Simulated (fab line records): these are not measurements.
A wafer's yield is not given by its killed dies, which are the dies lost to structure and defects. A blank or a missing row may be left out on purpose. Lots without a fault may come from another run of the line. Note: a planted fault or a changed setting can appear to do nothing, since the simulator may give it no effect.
Code-filled problem report in 8D (eight disciplines) form	flow berkeley-cmos170	the parts of the form that need people (team, actions taken, sign-off) are left out

1. WHAT IS WRONG
M1_AL_RS at UCB170_M1_RS_MEAS_01 reads a mean of 0.0327 ohm/sq on 1 wafer of 1 lot; wafers without a fault read 0.0485 ohm/sq with a standard deviation of 0.00048. That puts it -33 standard deviations away from the usual mean.
The step: measures by four-point-probe.
The first sign was on wafer L154.5 at day 10 17:16, on film-metro-02. At this step, 37 wafers from 13 lots have a number in the record. Rule for "out" (also "out of limits"): further than 4 standard deviations from the usual mean. All remaining wafers that have a number are taken as sound.

2. WHAT IT IS; WHAT IT IS NOT
question	is	is not
which readings at this step	M1_AL_RS	-
which lots	L154	L144, L145, L147, L148, L150, L155, L156, L157, L158, L159, L160, L164
which wafers of those lots	all that have a number	-
read on which gauges	film-metro-02	film-metro-03, film-metro-04
when	from day 10 17:16	up to then (15 sound wafers); but 21 sound wafers of L155, L156, L157, L158, L159, L160, L164 came after

3. SUSPECTS, AND WHAT RULES EACH OUT
Counting: a tool at a process step up to the reading stays a suspect if it ran every lot that is out and no sound lot after the first of them.
- the gauge at UCB170_M1_RS_MEAS_01 is ruled out. All the wafers that are out were read on film-metro-02, but those of them that UCB170_M1_METAL_ETCH_12 has rows for are out there too, on other tools.
- plasma-asher-01 at UCB170_PLDD_STRIP_10 (strips in O2): ruled out as a lasting fault. The sound lots L158, L160, L164 went through it after L154, its earliest lot that is out (day 9 21:39).
- pvd-sputter-03 at UCB170_M1_SPUTTER_00 (material Al, target thk 600 nm, time 80 s): kept. It ran the lot that is out, L154 (day 10 17:10), and no sound lot after that; its last sound lot up to then is L147 (day 9 09:44).
Left after counting: pvd-sputter-03 at UCB170_M1_SPUTTER_00.

4. THE CAUSE (what the simulator had put in)
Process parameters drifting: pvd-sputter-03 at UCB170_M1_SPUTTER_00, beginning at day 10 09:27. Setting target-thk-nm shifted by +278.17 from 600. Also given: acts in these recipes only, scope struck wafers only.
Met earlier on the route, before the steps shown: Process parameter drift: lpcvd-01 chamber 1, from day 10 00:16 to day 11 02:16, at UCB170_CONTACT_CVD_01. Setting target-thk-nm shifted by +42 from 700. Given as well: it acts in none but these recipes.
After counting, this tool was the only one left.

5. THE CHAIN OF EFFECTS, in route order
Rows list readings where the struck wafers' mean (over those with a number) sits beyond 3 standard deviations from the usual. Only readings for which the record gives a usual standard deviation are gone through. hours: the time from each lot's start at the first step in this table that gives one to its start at this step, as a median over the lots. sigmas: the change in usual standard deviations.
hours	step	reading	usual	on struck wafers	change	sigmas
0	UCB170_M1_RS_MEAS_01	M1_AL_RS	0.0485 ohm/sq	0.0327	-0.0158	-33
0	UCB170_M1_THK_MEAS_02	M1_AL_THK	591 nm	875	+284	+48
2	UCB170_M1_METAL_ETCH_12	oes-product-au	0.848 a.u.	0.989	+0.141	+17
17	UCB170_M3_PROBE_99	killed_at_M0_to_M3	0.8	258.0	+257.2	+99 or more
17	UCB170_M3_PROBE_99	killed-dies	3.1	264.0	+260.9	+99 or more
17	UCB170_M3_PROBE_99	killed-on-rim	0.8	70.0	+69.2	+77
Its process steps:
- UCB170_M1_METAL_ETCH_12: etches Al in Cl2/BCl3, stops on PSG, target depth 780 nm, time 130 s.
- UCB170_M3_PROBE_99

6. WHAT WOULD HAVE CAUGHT IT SOONER
Counted from the fault's start at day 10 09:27, it took 8 hours until the first out-of-limits reading at a measuring or inspecting step in this record, taken at day 10 17:16.
Tool readings at UCB170_M1_SPUTTER_00 with a usual standard deviation given in the record: none out on any struck wafer, hence no alarm at a limit of 4 standard deviations on them.
Each of the lots that are out, 1 in all, had begun UCB170_M1_SPUTTER_00 on pvd-sputter-03 no later than day 10 17:16. None of them would have been spared by holding the tool at that moment.
